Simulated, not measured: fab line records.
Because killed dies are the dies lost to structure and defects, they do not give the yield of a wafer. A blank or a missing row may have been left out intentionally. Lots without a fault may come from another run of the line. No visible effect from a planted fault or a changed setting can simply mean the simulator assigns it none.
Struck lot and sound lot, side by side ; flow ritCmos ; 14 out of 202 route steps
Sound: wafers L906.1, L906.3, L906.5. Wafers L899.1, L899.4, L899.5 were the ones struck. Last of all comes the cause.
For every step that has rows: the tool of each side, followed by ch and its chambers, followed by its first start. Under that, the readings that differ: sound wafers ; struck wafers ; difference of the means ; sigmas: that difference in standard deviations of wafers without a fault.
alike: a reading whose means differ by less than 2 such deviations, as well as words and numbers matching on both sides. not compared: withheld readings; readings where some wafer has no value; bounds like >300 that might hide an equal value; numbers whose values overlap and for which the record gives no deviation.
The two part at a step that has a row with sigmas, a row that says differs or no value, or rows on one side only. When numbers do not overlap yet have no deviation, they are printed without sigmas and do not part them. Lack of a reading on every wafer of one side parts them only where that side has two or more wafers.

first, 1 step without rows for these wafers: RIT_PWELL_DEVELOP_05 (develop time 68 s).
RIT_PWELL_OVL_MEAS_06:
  sound on overlay-01, day 4 17:57; struck on overlay-02, day 3 05:32
  alike: PWELL_OVL
then, 2 steps without rows for these wafers: RIT_PWELL_HARDBAKE_07 (time 120 s); RIT_PWELL_IMPLANT_08.
RIT_PWELL_STRIP_09: strips in O2, time 180 s.
  sound on plasmaAsher-04 ch 0,1, day 4 18:23; struck on plasmaAsher-01 ch 0,1, day 3 05:58
reading;sound;struck;difference;sigmas
chamberPressureMTorr (mTorr);3992 3995 4002;4003 4007 4003;+8;+2
  alike: drypumpMotorCurrentA
  not compared: rfHoursCounterH
RIT_PWELL_TW_MEAS_10:
  sound on filmMetro-04, day 4 18:34; struck on filmMetro-03, day 3 06:08
reading;sound;struck;difference;sigmas
PWELL_TW;952 960 949;944 940 943;-11;-2
then, 1 step without rows for these wafers: RIT_WELLDRIVE_ANNEAL_00 (time 14700 s).
RIT_WELLDRIVE_RS_MEAS_01: measurement is done with a four-point probe.
  sound on filmMetro-01, day 5 00:37; struck on filmMetro-03, day 3 12:17
  alike: NWELL_RS
RIT_WELLDRIVE_RS_MEAS_02: measurement is done with a four-point probe.
  sound on filmMetro-01, day 5 00:44; struck on filmMetro-03, day 3 12:24
  alike: PWELL_RS
then, 3 steps without rows for these wafers: RIT_NRETRO_HMDS_00 (prime time 60 s); RIT_NRETRO_COAT_01 (resist thk 1300 nm); RIT_NRETRO_SOFTBAKE_02 (time 60 s).
RIT_NRETRO_EXPOSE_03: exposes mask M4, target cd 43900 nm.
  sound on ilineStepper-02 ch 0, day 5 01:26; struck on ilineStepper-01, day 3 13:05
  no value came back on the struck wafers for exposureDoseMJCm2, focusOffsetNm (nm); on the sound wafers exposureDoseMJCm2 reads 250.58 250.10 249.94
  alike: mask
following that, these wafers have no rows for 1 step: RIT_NRETRO_PEB_04.

== WHERE THEY PART ==
First at RIT_PWELL_STRIP_09; last, within this record, at RIT_NRETRO_EXPOSE_03.

WHY: what the simulator had put in
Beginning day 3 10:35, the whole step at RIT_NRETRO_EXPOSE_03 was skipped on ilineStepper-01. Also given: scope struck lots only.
